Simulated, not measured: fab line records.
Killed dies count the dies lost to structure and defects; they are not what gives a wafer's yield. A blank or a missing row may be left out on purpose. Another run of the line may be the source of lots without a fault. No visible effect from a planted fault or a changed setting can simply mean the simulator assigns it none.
Which of the tools did it? | flow rit-cmos | Sampling: 13 lots, 39 wafers, 3 of 202 route steps

## WHAT THE GAUGES SHOWED, per wafer
RIT_M1_RS_MEAS_01: the measuring method here is four-point-probe. Usual: M1_AL_RS typically reads 0.0733 ohm/sq, with standard deviation 0.00061.
lot  | measured    | on            | M1_AL_RS (ohm/sq)    | flag
L643 | day 3 11:11 | film-metro-02 | 0.0733 0.0722 0.0729 |
L644 | day 3 16:32 | film-metro-04 | 0.0724 0.0727 0.0723 |
L646 | day 4 02:22 | film-metro-02 | 0.0740 0.0742 0.0740 |
L647 | day 4 09:27 | film-metro-04 | 0.0724 0.0729 0.0731 |
L648 | day 4 11:40 | film-metro-04 | 0.0742 0.0731 0.0732 |
L649 | day 4 16:23 | film-metro-03 | 0.0733 0.0731 0.0726 |
L651 | day 5 08:01 | film-metro-03 | 0.0734 0.0724 0.0737 |
L652 | day 5 09:45 | film-metro-03 | 0.0736 0.0730 0.0741 |
L654 | day 5 18:11 | film-metro-04 | 0.0727 0.0727 0.0725 |
L655 | day 6 00:37 | film-metro-02 | 0.0731 0.0735 0.0731 |
L659 | day 6 20:04 | film-metro-03 | 0.0731 0.0734 0.0727 |
L661 | day 7 06:53 | film-metro-04 | 0.0454 0.0731 0.0734 | OFF
L664 | day 7 19:02 | film-metro-03 | 0.0731 0.0740 0.0737 |

RIT_M1_THK_MEAS_02: measures by xrf. Usual: M1_AL_THK typically reads 397 nm, with standard deviation 4.
lot  | measured    | on            | M1_AL_THK (nm) | flag
L643 | day 3 11:18 | film-metro-02 | 399 405 401    |
L644 | day 3 16:39 | film-metro-04 | 401 401 402    |
L646 | day 4 02:28 | film-metro-02 | 394 396 398    |
L647 | day 4 09:34 | film-metro-04 | 401 398 399    |
L648 | day 4 11:47 | film-metro-04 | 392 399 396    |
L649 | day 4 16:31 | film-metro-03 | 394 392 395    |
L651 | day 5 08:08 | film-metro-03 | 393 398 391    |
L652 | day 5 09:52 | film-metro-03 | 393 394 390    |
L654 | day 5 18:18 | film-metro-04 | 401 399 400    |
L655 | day 6 00:43 | film-metro-02 | 398 401 403    |
L659 | day 6 20:11 | film-metro-03 | 394 392 398    |
L661 | day 7 07:00 | film-metro-04 | 637 399 398    | OFF
L664 | day 7 19:09 | film-metro-03 | 396 393 392    |

## TOOL THAT RAN EACH LOT (tool first, then ch and the chambers of the sampled wafers, then the start)
lot  | RIT_M1_SPUTTER_00
L643 | pvd-sputter-02, day 3 10:53
L644 | pvd-sputter-04, day 3 16:14
L646 | pvd-sputter-04, day 4 02:03
L647 | pvd-sputter-02, day 4 09:08
L648 | pvd-sputter-04, day 4 11:23
L649 | pvd-sputter-02, day 4 16:06
L651 | pvd-sputter-02, day 5 07:43
L652 | pvd-sputter-04, day 5 09:28
L654 | pvd-sputter-04, day 5 17:53
L655 | pvd-sputter-02, day 6 00:16
L659 | pvd-sputter-02, day 6 19:46
L661 | pvd-sputter-02, day 7 06:34
L664 | pvd-sputter-04, day 7 18:43
- RIT_M1_SPUTTER_00: material Al, target thk 400 nm, time 500 s.

## AS READ BY THE TOOLS THEMSELVES (means over the sampled wafers that have a number; for cases with no such wafer, the mark the record gives instead)
RIT_M1_SPUTTER_00. Usual: 30.1 % for throttle-valve-pct, sd 0.65.
lot  | tool           | throttle-valve-pct (%) | flag
L643 | pvd-sputter-02 | 30.0                   |
L644 | pvd-sputter-04 | 30.6                   |
L646 | pvd-sputter-04 | 29.9                   |
L647 | pvd-sputter-02 | 30.1                   |
L648 | pvd-sputter-04 | 30.6                   |
L649 | pvd-sputter-02 | 29.9                   |
L651 | pvd-sputter-02 | 30.0                   |
L652 | pvd-sputter-04 | 30.3                   |
L654 | pvd-sputter-04 | 30.1                   |
L655 | pvd-sputter-02 | 30.1                   |
L659 | pvd-sputter-02 | 30.0                   |
L661 | pvd-sputter-02 | 30.0                   |
L664 | pvd-sputter-04 | 30.3                   |

## THE ANSWER, worked out from the rows above alone
Rule: a lot counts as off when the mean over its wafers that have a number is more than 3 standard deviations away from the usual mean. A lot without any number at a reading at which 4 lots or more have one is off too. The other lots that the step has rows for count as sound. Order of review: gauges by route order, followed by the tools' own readings, for which a lot's mean as printed above is used. At the first step where some lot is off, the reading lying furthest off is the one used; lots without a number count as furthest.
Off: L661, at RIT_M1_RS_MEAS_01 (M1_AL_RS).
If a tool, at a process step before that reading, ran all the lots that are off and no sound lot after the first of them, it fits. Gauges at RIT_M1_RS_MEAS_01: tried the same way as those tools. Undecided on this evidence; 2 tools fit (pvd-sputter-02 at RIT_M1_SPUTTER_00, film-metro-04 at RIT_M1_RS_MEAS_01).

## WHAT HAD BEEN PUT IN BY THE SIMULATOR
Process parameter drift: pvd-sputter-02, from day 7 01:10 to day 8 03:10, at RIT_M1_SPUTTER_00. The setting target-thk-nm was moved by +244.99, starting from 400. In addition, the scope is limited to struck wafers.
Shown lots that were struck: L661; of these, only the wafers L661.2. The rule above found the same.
